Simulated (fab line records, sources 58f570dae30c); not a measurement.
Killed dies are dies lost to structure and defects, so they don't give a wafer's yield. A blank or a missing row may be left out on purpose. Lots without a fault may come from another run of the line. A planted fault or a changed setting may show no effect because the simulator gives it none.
Which tool did it? | flow berkeley_cmos170 | 7 lots, 21 wafers sampled, at 2 steps of a route of 331

WHAT THE GAUGES READ, wafer by wafer
UCB170_ACTIVE_THK_MEAS_06.
lot  | measured    | on            | ACTIVE_NITRIDE_THK (nm)
L163 | day 4 14:28 | film_metro-02 | 222.0 221.2 222.3
L164 | day 4 21:42 | film_metro-04 | 198.3 196.8 199.1 198.3 197.0 199.1
L173 | day 6 11:23 | film_metro-03 | 220.5 222.0 220.6
L177 | day 7 18:10 | film_metro-03 | 216.4 216.5 218.6
L179 | day 7 18:07 | film_metro-03 | 222.3 222.9 221.9
L181 | day 8 18:53 | film_metro-02 | 220.8 219.6 221.5
L184 | day 9 12:07 | film_metro-04 | 215.7 215.6 214.2

WHICH TOOL RAN EACH LOT (tool, then ch and the chambers of the sampled wafers, then the start)
lot  | UCB170_ACTIVE_CVD_05
L163 | lpcvd-01 ch 1, day 4 12:32
L164 | lpcvd-01 ch 0, day 4 19:47
L173 | lpcvd-02 ch 1, day 6 09:26
L177 | lpcvd-02 ch 0, day 7 15:05
L179 | lpcvd-02 ch 0, day 7 15:05
L181 | lpcvd-01 ch 0, day 8 16:56
L184 | lpcvd-02 ch 0, day 9 10:12
- UCB170_ACTIVE_CVD_05: deposits Si3N4 from SiH2Cl2/NH3, target thk 220 nm, time 3300 s.

THE ANSWER, worked out from the rows above alone
Rule: what is usual is taken from the lots themselves. Put in order of their means at a reading, lots are off if they are a third of the lots or fewer, leave a main group of 4 or more, and stand apart from it by a gap of 3 or more times the standard deviation of the main group's means; of several such gaps the widest counts. A main group whose means are all the same, to the digits that the tables above print for the reading, isn't used. A lot without any number at a reading at which 4 lots or more have one is off too. The other lots that the step has rows for count as sound.
Off: L164, at UCB170_ACTIVE_THK_MEAS_06 (ACTIVE_NITRIDE_THK). The main group: mean 219.7 nm, standard deviation 2.6.
A tool fits if, at a process step before that reading, it ran every lot that is off, and no sound lot after the first of them. The gauges at UCB170_ACTIVE_THK_MEAS_06 are tried like those tools. None of those tried fits.

WHAT THE SIMULATOR HAD PUT IN
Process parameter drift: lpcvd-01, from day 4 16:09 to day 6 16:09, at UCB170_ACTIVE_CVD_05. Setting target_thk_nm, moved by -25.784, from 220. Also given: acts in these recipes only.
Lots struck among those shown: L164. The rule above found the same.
